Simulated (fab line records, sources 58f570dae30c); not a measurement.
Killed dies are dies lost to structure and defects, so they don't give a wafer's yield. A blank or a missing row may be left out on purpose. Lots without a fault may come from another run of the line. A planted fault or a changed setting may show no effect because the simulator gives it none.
Which tool did it? | flow berkeley_cmos170 | 15 lots, 45 wafers sampled, at 4 steps of a route of 331

WHAT THE GAUGES READ, wafer by wafer
UCB170_FIELD_THK_MEAS_90. Usual: FIELD_OXIDE_LEFT_1_THK 442 nm, standard deviation 11.
lot  | measured    | on            | FIELD_OXIDE_LEFT_1_THK (nm) | flag
L441 | day 5 07:00 | film_metro-02 | 438 446 455                 |
L443 | day 5 14:08 | film_metro-02 | 430 443 438                 |
L442 | day 5 14:08 | film_metro-01 | 445 441 437                 |
L444 | day 5 14:08 | film_metro-03 | 437 446 437                 |
L446 | day 6 03:50 | film_metro-02 | 432 431 438                 |
L445 | day 6 03:52 | film_metro-01 | 433 437 441                 |
L447 | day 6 09:34 | film_metro-03 | 430 434 441                 |
L449 | day 6 20:10 | film_metro-01 | 428 426 425                 |
L448 | day 6 20:10 | film_metro-02 | 428 424 428                 |
L450 | day 6 20:10 | film_metro-03 | 429 415 419                 |
L451 | day 7 22:40 | film_metro-03 | 444 446 447                 |
L453 | day 7 22:37 | film_metro-01 | 449 442 453                 |
L454 | day 7 22:33 | film_metro-01 | 443 450 454                 |
L460 | day 8 13:05 | film_metro-03 | 437 436 443                 |
L462 | day 9 07:25 | film_metro-02 | 453 456 446                 |

UCB170_SCREENOX_THK_MEAS_02. Usual: SCREENOX_OXIDE_THK 14.5 nm, standard deviation 0.35.
lot  | measured    | on            | SCREENOX_OXIDE_THK (nm) | flag
L441 | day 5 17:44 | film_metro-04 | 14.0 14.1 14.2          |
L443 | day 5 22:08 | film_metro-03 | 14.2 14.4 14.3          |
L442 | day 5 22:11 | film_metro-03 | 14.3 14.3 14.2          |
L444 | day 5 22:07 | film_metro-04 | 13.8 14.3 14.1          |
L446 | day 6 13:22 | film_metro-03 | 14.2 14.5 14.3          |
L445 | day 6 13:23 | film_metro-02 | 14.5 14.8 14.9          |
L447 | day 6 19:02 | film_metro-02 | 15.3 15.2 15.2          |
L449 | day 7 05:13 | film_metro-03 | 14.8 14.5 14.6          |
L448 | day 7 05:15 | film_metro-04 | 14.9 14.8 15.0          |
L450 | day 7 05:14 | film_metro-02 | 14.3 14.6 14.4          |
L451 | day 8 07:11 | film_metro-02 | 14.8 14.8 14.8          |
L453 | day 8 07:10 | film_metro-03 | 14.5 14.6 14.3          |
L454 | day 8 07:14 | film_metro-03 | 14.9 15.0 14.8          |
L460 | day 8 18:43 | film_metro-02 | 14.5 14.4 14.5          |
L462 | day 9 18:55 | film_metro-03 | 14.3 14.4 14.6          |

WHICH TOOL RAN EACH LOT (tool, then ch and the chambers of the sampled wafers, then the start)
lot  | UCB170_PFIELD_COAT_01            | UCB170_PFIELD_STRIP_08
L441 | litho_track-02 ch 0, day 4 14:24 | plasma_asher-04 ch 1, day 4 15:40
L443 | litho_track-03 ch 0, day 4 22:34 | plasma_asher-03 ch 0,1, day 5 00:00
L442 | litho_track-02 ch 0, day 4 22:47 | plasma_asher-04 ch 0,1, day 5 00:19
L444 | litho_track-03 ch 0, day 4 23:01 | plasma_asher-03 ch 0,1, day 5 00:35
L446 | litho_track-03 ch 0, day 5 12:37 | plasma_asher-04 ch 0,1, day 5 13:38
L445 | litho_track-02 ch 0, day 5 13:06 | plasma_asher-04 ch 0,1, day 5 14:18
L447 | litho_track-03 ch 0, day 5 19:49 | plasma_asher-04 ch 0,1, day 5 20:43
L449 | litho_track-03 ch 0, day 6 04:01 | plasma_asher-01 ch 0,1, day 6 05:08
L448 | litho_track-03 ch 0, day 6 04:28 | plasma_asher-01 ch 0,1, day 6 05:30
L450 | litho_track-02 ch 0, day 6 04:41 | plasma_asher-04 ch 0,1, day 6 05:46
L451 | litho_track-03 ch 0, day 6 19:51 | plasma_asher-04 ch 0,1, day 6 21:05
L453 | litho_track-03 ch 0, day 6 20:47 | plasma_asher-04 ch 0,1, day 6 21:51
L454 | litho_track-02 ch 0, day 7 00:45 | plasma_asher-04 ch 0,1, day 7 01:43
L460 | litho_track-02 ch 0, day 8 01:56 | plasma_asher-03 ch 0,1, day 8 03:07
L462 | litho_track-02 ch 0, day 8 17:47 | plasma_asher-04 ch 0,1, day 8 18:52
- UCB170_PFIELD_COAT_01: resist thk 900 nm.
- UCB170_PFIELD_STRIP_08: strips in O2.

WHAT THE TOOLS THEMSELVES READ (means of the sampled wafers that have a number; where no wafer has one, the mark that the record gives instead)
UCB170_PFIELD_STRIP_08. Usual: drypump_motor_current_A 5.9 A, standard deviation 0.42; oes_product_au 0.734 a.u., standard deviation 0.0043; strip_time_to_endpoint_s 21.63 s, standard deviation 0.055.
lot  | tool            | drypump_motor_current_A (A) | oes_product_au (a.u.) | strip_time_to_endpoint_s (s) | flag
L441 | plasma_asher-04 | 5.2                         | 0.735                 | 21.67                        |
L443 | plasma_asher-03 | 6.1                         | 0.737                 | 21.64                        |
L442 | plasma_asher-04 | 5.5                         | 0.736                 | 21.64                        |
L444 | plasma_asher-03 | 6.2                         | 0.729                 | 21.60                        |
L446 | plasma_asher-04 | 5.5                         | 0.737                 | 21.68                        |
L445 | plasma_asher-04 | 5.5                         | 0.731                 | 21.61                        |
L447 | plasma_asher-04 | 5.5                         | 0.733                 | 21.65                        |
L449 | plasma_asher-01 | 5.8                         | 0.735                 | 21.64                        |
L448 | plasma_asher-01 | 5.7                         | 0.736                 | 24.52                        | OFF
L450 | plasma_asher-04 | 5.5                         | 0.731                 | 21.55                        |
L451 | plasma_asher-04 | 5.9                         | 0.734                 | 24.54                        | OFF
L453 | plasma_asher-04 | 5.9                         | 0.733                 | 24.59                        | OFF
L454 | plasma_asher-04 | 5.9                         | 0.733                 | 21.63                        |
L460 | plasma_asher-03 | 6.2                         | 0.737                 | 21.53                        |
L462 | plasma_asher-04 | 5.9                         | 0.735                 | 21.59                        |

THE ANSWER, worked out from the rows above alone
Rule: a lot is off if the mean of its wafers that have a number lies more than 3 standard deviations from the usual mean. A lot without any number at a reading at which 4 lots or more have one is off too. The other lots that the step has rows for count as sound. The gauges are gone through in route order, then the tools' own readings, and for those a lot's mean is taken as printed above. The first step at which some lot is off is used, and at that step the reading that is off furthest; a lot without a number counts as furthest.
Off: L448, L451, L453, at UCB170_PFIELD_STRIP_08 (strip_time_to_endpoint_s).
A tool fits if, at that step or a process step before it, it ran every lot that is off, and no sound lot after the first of them. One fits: litho_track-03 at UCB170_PFIELD_COAT_01. Its last sound lot is L449 (day 6 04:01), its first lot that is off L448 (day 6 04:28): a fault that began between those two fits.

WHAT THE SIMULATOR HAD PUT IN
Process parameter drift: litho_track-03, from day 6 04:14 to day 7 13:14, at UCB170_PFIELD_COAT_01. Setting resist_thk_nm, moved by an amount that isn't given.
Lots struck among those shown: L448, L453, L451. The rule above found the same.
